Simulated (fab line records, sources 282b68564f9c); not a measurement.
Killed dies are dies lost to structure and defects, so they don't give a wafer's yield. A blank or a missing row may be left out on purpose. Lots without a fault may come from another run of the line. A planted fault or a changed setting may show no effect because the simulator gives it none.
Which tool did it? | flow rit_cmos | 14 lots, 42 wafers sampled, at 2 steps of a route of 202

WHAT THE GAUGES READ, wafer by wafer
RIT_FOX1_THK_MEAS_01.
lot  | measured    | on            | FOX1_OXIDE_THK (nm)
L769 | day 1 16:50 | film_metro-02 | 355 353 357
L770 | day 1 23:16 | film_metro-04 | 343 340 343
L771 | day 2 03:11 | film_metro-04 | 354 353 347
L772 | day 2 07:57 | film_metro-04 | 349 346 347
L773 | day 2 13:01 | film_metro-01 | 359 363 361
L774 | day 2 17:49 | film_metro-02 | 350 352 349
L775 | day 2 23:21 | film_metro-04 | 356 368 357
L777 | day 3 10:43 | film_metro-04 | 530 527 523
L778 | day 3 15:52 | film_metro-02 | 529 539 530
L781 | day 4 04:50 | film_metro-01 | 353 352 352
L782 | day 4 10:01 | film_metro-01 | 346 355 356
L788 | day 5 15:50 | film_metro-04 | 353 349 352
L790 | day 6 03:22 | film_metro-04 | 357 353 353
L792 | day 6 12:36 | film_metro-04 | 354 348 345

WHICH TOOL RAN EACH LOT (tool, then ch and the chambers of the sampled wafers, then the start)
lot  | RIT_FOX1_OXIDATION_00
L769 | furnace-04 ch 0, day 1 15:31
L770 | furnace-04 ch 0, day 1 21:56
L771 | furnace-04 ch 0, day 2 01:52
L772 | furnace-04 ch 0, day 2 06:38
L773 | furnace-01 ch 0, day 2 11:40
L774 | furnace-02 ch 0, day 2 16:30
L775 | furnace-02 ch 0, day 2 22:02
L777 | furnace-01 ch 0, day 3 07:40 and furnace-02 ch 0, day 3 09:24
L778 | furnace-01 ch 0, day 3 13:04
L781 | furnace-01 ch 0, day 4 03:31
L782 | furnace-02 ch 0, day 4 08:42
L788 | furnace-01 ch 0, day 5 14:30
L790 | furnace-04 ch 0, day 6 02:03
L792 | furnace-04 ch 0, day 6 11:16
- RIT_FOX1_OXIDATION_00: target thk 350.7 nm, ox time 1130 s.

WHAT THE TOOLS THEMSELVES READ (means of the sampled wafers that have a number; where no wafer has one, the mark that the record gives instead)
RIT_FOX1_OXIDATION_00.
lot  | tool                  | zone_power_centre_pct (%) | zone_power_load_pct (%)
L769 | furnace-04            | 57                        | 35.1
L770 | furnace-04            | 58                        | 35.0
L771 | furnace-04            | 58                        | 35.0
L772 | furnace-04            | 57                        | 34.9
L773 | furnace-01            | 56                        | 39.1
L774 | furnace-02            | 66                        | 40.4
L775 | furnace-02            | 66                        | 40.2
L777 | furnace-01/furnace-02 | 61                        | 39.3
L778 | furnace-01            | 56                        | 39.1
L781 | furnace-01            | 56                        | 39.4
L782 | furnace-02            | 66                        | 40.6
L788 | furnace-01            | 56                        | 38.9
L790 | furnace-04            | 57                        | 35.3
L792 | furnace-04            | 58                        | 34.9

THE ANSWER, worked out from the rows above alone
Rule: what is usual is taken from the lots themselves. Put in order of their means at a reading, lots are off if they are a third of the lots or fewer, leave a main group of 4 or more, and stand apart from it by a gap of 3 or more times the standard deviation of the main group's means; of several such gaps the widest counts. A main group whose means are all the same, to the digits that the tables above print for the reading, isn't used. A lot without any number at a reading at which 4 lots or more have one is off too. The other lots that the step has rows for count as sound. The gauges are gone through in route order, then the tools' own readings, and for those a lot's mean is taken as printed above. The first step at which some lot is off is used, and at that step the reading that is off furthest; a lot without a number counts as furthest.
Off: L777, L778, at RIT_FOX1_THK_MEAS_01 (FOX1_OXIDE_THK). The main group: mean 352 nm, standard deviation 5.
A tool fits if, at a process step before that reading, it ran every lot that is off, and no sound lot after the first of them. The gauges at RIT_FOX1_THK_MEAS_01 are tried like those tools. None of those tried fits.

WHAT THE SIMULATOR HAD PUT IN
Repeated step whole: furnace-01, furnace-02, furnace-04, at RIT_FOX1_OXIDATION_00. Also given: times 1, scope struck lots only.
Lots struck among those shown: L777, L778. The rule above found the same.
